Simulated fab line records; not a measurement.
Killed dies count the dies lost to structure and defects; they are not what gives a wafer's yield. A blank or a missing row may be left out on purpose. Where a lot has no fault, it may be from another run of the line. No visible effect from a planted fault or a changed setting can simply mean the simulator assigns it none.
A lot that was struck, set against a sound lot + flow berkeleyCmos170 + 14 steps out of a route of 331
Sound: wafers L621.1, L621.4, L621.6. Wafers struck: L625.2, L625.3, L625.5. The cause is given at the end.
For every step that has rows: the tool of each side, followed by ch and its chambers, followed by its first start. Under that, the readings that differ: sound wafers + struck wafers + difference of the means + sigmas: that difference in standard deviations of wafers without a fault.
alike: readings whose means differ by less than 2 such deviations, and words and numbers that are the same on both sides. not compared: withheld readings, readings that some wafer has no value for, bounds like >300 that may hide the same value, and numbers for which the record gives no deviation and whose values overlap.
The two part at a step that has a row with sigmas, a row that says differs or no value, or rows on one side only. When numbers do not overlap yet have no deviation, they are printed without sigmas and do not part them. A reading that every wafer of one side lacks parts them only if that side has two wafers or more.

first, 2 steps without rows for these wafers: UCB170_ACTIVE_PEB_11; UCB170_ACTIVE_DEVELOP_12 (develop time 45 s).
UCB170_ACTIVE_CD_MEAS_13 targets a cd of 1200 nm.
  sound: cdSem-01 at day 5 09:05; struck: cdSem-01 at day 6 06:10
  alike: cdNm
UCB170_ACTIVE_OVL_MEAS_14:
  sound: overlay-01 at day 5 09:12; struck: overlay-02 at day 6 06:16
  alike: ACTIVE_OVL
UCB170_ACTIVE_ETCH_15: etches Si3N4 in CH3F/Ar/O2, stops on SiO2, target depth 242 nm, time 151 s.
  sound on rieDiel-01 ch 0,3, day 5 09:14; struck on rieDiel-03 ch 1,3, day 6 06:17
  alike: drypumpMotorCurrentA, oesProductAu, throttleValvePct
  not compared: rfHoursCounterH
UCB170_ACTIVE_STRIP_16: strips in O2.
  sound on plasmaAsher-03 ch 0,1, day 5 09:20; struck on plasmaAsher-04 ch 0,1, day 6 06:23
  alike: drypumpMotorCurrentA, o2FlowSccm, oesProductAu, stripTimeToEndpointS
  not compared: rfHoursCounterH
UCB170_ACTIVE_CD_MEAS_90 targets a cd of 1200 nm.
  sound: cdSem-02 at day 5 09:26; struck: cdSem-02 at day 6 06:31
  alike: cdNm
then, 5 steps without rows for these wafers: UCB170_ACTIVE_CLEAN_17 (cleans in SPM, time 600 s); UCB170_PFIELD_HMDS_00 (prime time 60 s); UCB170_PFIELD_COAT_01 (resist thk 900 nm); UCB170_PFIELD_SOFTBAKE_02 (time 60 s); UCB170_PFIELD_EXPOSE_03 (exposes mask PFIELD, target cd 1500 nm).
UCB170_PFIELD_PEB_04:
  sound on lithoTrack-01 ch 0, day 5 10:18; struck on lithoTrack-02, day 6 08:14
  no value came back on the struck wafers for chillPlateTempC (C), exhaustPa (Pa); on the sound wafers chillPlateTempC (C) reads 22.99 23.15 22.96
then, 1 step without rows for these wafers: UCB170_PFIELD_DEVELOP_05 (develop time 45 s).

## WHERE THEY PART
Only at UCB170_PFIELD_PEB_04, within this record.

WHY: the cause the simulator had injected
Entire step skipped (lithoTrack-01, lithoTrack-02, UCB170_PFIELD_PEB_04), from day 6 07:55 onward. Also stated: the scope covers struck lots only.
